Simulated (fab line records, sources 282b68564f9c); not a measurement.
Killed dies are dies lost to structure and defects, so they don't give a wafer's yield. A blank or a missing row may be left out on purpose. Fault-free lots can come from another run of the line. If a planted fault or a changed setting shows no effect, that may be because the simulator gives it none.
A struck lot beside a sound one	flow ritCmos	17 steps out of a route of 202
Sound: these wafers, L570.3, L570.4, L570.5. The struck wafers were L583.3, L583.4, L583.6. The cause comes at the end.
For every step that has rows: the tool of each side, followed by ch and its chambers, followed by its first start. Under that, the readings that differ: sound wafers	struck wafers	difference of the means	sigmas: that difference in standard deviations of wafers without a fault.
alike: readings with means less than 2 such deviations apart, plus words and numbers identical on both sides. not compared: withheld readings, readings lacking a value on some wafer, bounds such as >300 that could conceal the same value, and numbers that have no deviation in the record and whose values overlap.
The two part at a step that has a row with sigmas, a row that says differs or no value, or rows on one side only. Numbers that don't overlap but have no deviation are shown without sigmas and don't part them. A reading missing from all wafers of one side parts the sides only when that side holds two or more wafers.

RIT_NWELL_TW_MEAS_10:
  sound on filmMetro-04 at day 2 07:53; struck on filmMetro-04 at day 5 01:47
  alike: NWELL_TW
then, 6 steps without rows for these wafers: RIT_PWELL_HMDS_00 (prime time 60 s); RIT_PWELL_COAT_01 (resist thk 1300 nm); RIT_PWELL_SOFTBAKE_02 (time 60 s); RIT_PWELL_EXPOSE_03 (exposes mask M3, target cd 43700 nm); RIT_PWELL_PEB_04; RIT_PWELL_DEVELOP_05 (develop time 68 s).
RIT_PWELL_OVL_MEAS_06:
  sound on overlay-02 at day 2 08:50; struck on overlay-02 at day 5 02:43
reading	sound	struck	difference	sigmas
PWELL_OVL (nm)	0.1 0.5 -0.4	3.8 1.5 4.5	+3.2	+2
then, 2 steps without rows for these wafers: RIT_PWELL_HARDBAKE_07 (time 120 s); RIT_PWELL_IMPLANT_08.
RIT_PWELL_STRIP_09: strips in O2, time 180 s.
  sound on plasmaAsher-02 ch 0,1, day 2 09:19; struck on plasmaAsher-04 ch 0,1, day 5 03:12
  alike: drypumpMotorCurrentA, rfReflPowerW
  not compared: rfHoursCounterH
RIT_PWELL_TW_MEAS_10:
  sound on filmMetro-01 at day 2 09:26; struck on filmMetro-03 at day 5 03:20
  alike: PWELL_TW
RIT_WELLDRIVE_ANNEAL_00: time 14700 s.
  sound on furnace-04 ch 0, day 2 09:32; struck on furnace-04 ch 0, day 5 04:43
reading	sound	struck	difference	sigmas
spikeTcCentreC (C)	1103.8 1103.7 1103.3	1068.8 1068.6 1068.3	-35.0	-29
zonePowerCentrePct (%)	51 51 51	33 33 33	-18	-5
zonePowerLoadPct (%)	43.8 44.3 44.2	47.1 47.6 48.0	+3.5	+3
RIT_WELLDRIVE_RS_MEAS_01: measurement is done with a four-point probe.
  sound on filmMetro-04 at day 2 14:40; struck on filmMetro-03 at day 5 09:50
reading	sound	struck	difference	sigmas
NWELL_RS (ohm/sq)	276.0 275.2 275.6	285.8 283.0 278.5	+6.8	+10
RIT_WELLDRIVE_RS_MEAS_02: measurement is done with a four-point probe.
  sound on filmMetro-04 at day 2 14:47; struck on filmMetro-03 at day 5 09:58
reading	sound	struck	difference	sigmas
PWELL_RS (ohm/sq)	427.7 429.0 428.5	439.2 437.4 432.3	+7.9	+7
then, 1 step without rows for these wafers: RIT_NRETRO_HMDS_00 (prime time 60 s).
RIT_M1_PROBE_99:
  sound on prober-01 at day 3 23:01; struck on prober-02 at day 7 00:12
reading	sound	struck	difference	sigmas
model.etest.nwellPinched.rsOhmSq	339.2 334.6 337.3	360.5 353.9 346	+16.4	
model.etest.fieldPMetal.vtV (V)	-28.11 -28.74 -28.5	-26.84 -27.4 -28	+1.04	
model.etest.fieldP.vtV (V)	-12.42 -12.48 -12.57	-11.72 -11.9 -12.14	+0.57	
model.etest.diodeNplusPwell.bvV (V)	5.915 5.906 5.962	5.783 5.894 5.867	-0.080	
  alike: killed_at_M0_to_M3, killedAtFrontEnd, killedDies, killedOpen, killedShort
  not compared: model.etest.pwellPinched.rsOhmSq, model.etest.pwell.rsOhmSq, model.etest.fieldN.vtV, model.etest.diodePplusNwell.bvV

== WHERE THEY PART ==
First at RIT_PWELL_OVL_MEAS_06; last, within this record, at RIT_WELLDRIVE_RS_MEAS_02. Later steps at which nothing parts them and some readings are alike: RIT_M1_PROBE_99.

WHY: the cause the simulator had injected
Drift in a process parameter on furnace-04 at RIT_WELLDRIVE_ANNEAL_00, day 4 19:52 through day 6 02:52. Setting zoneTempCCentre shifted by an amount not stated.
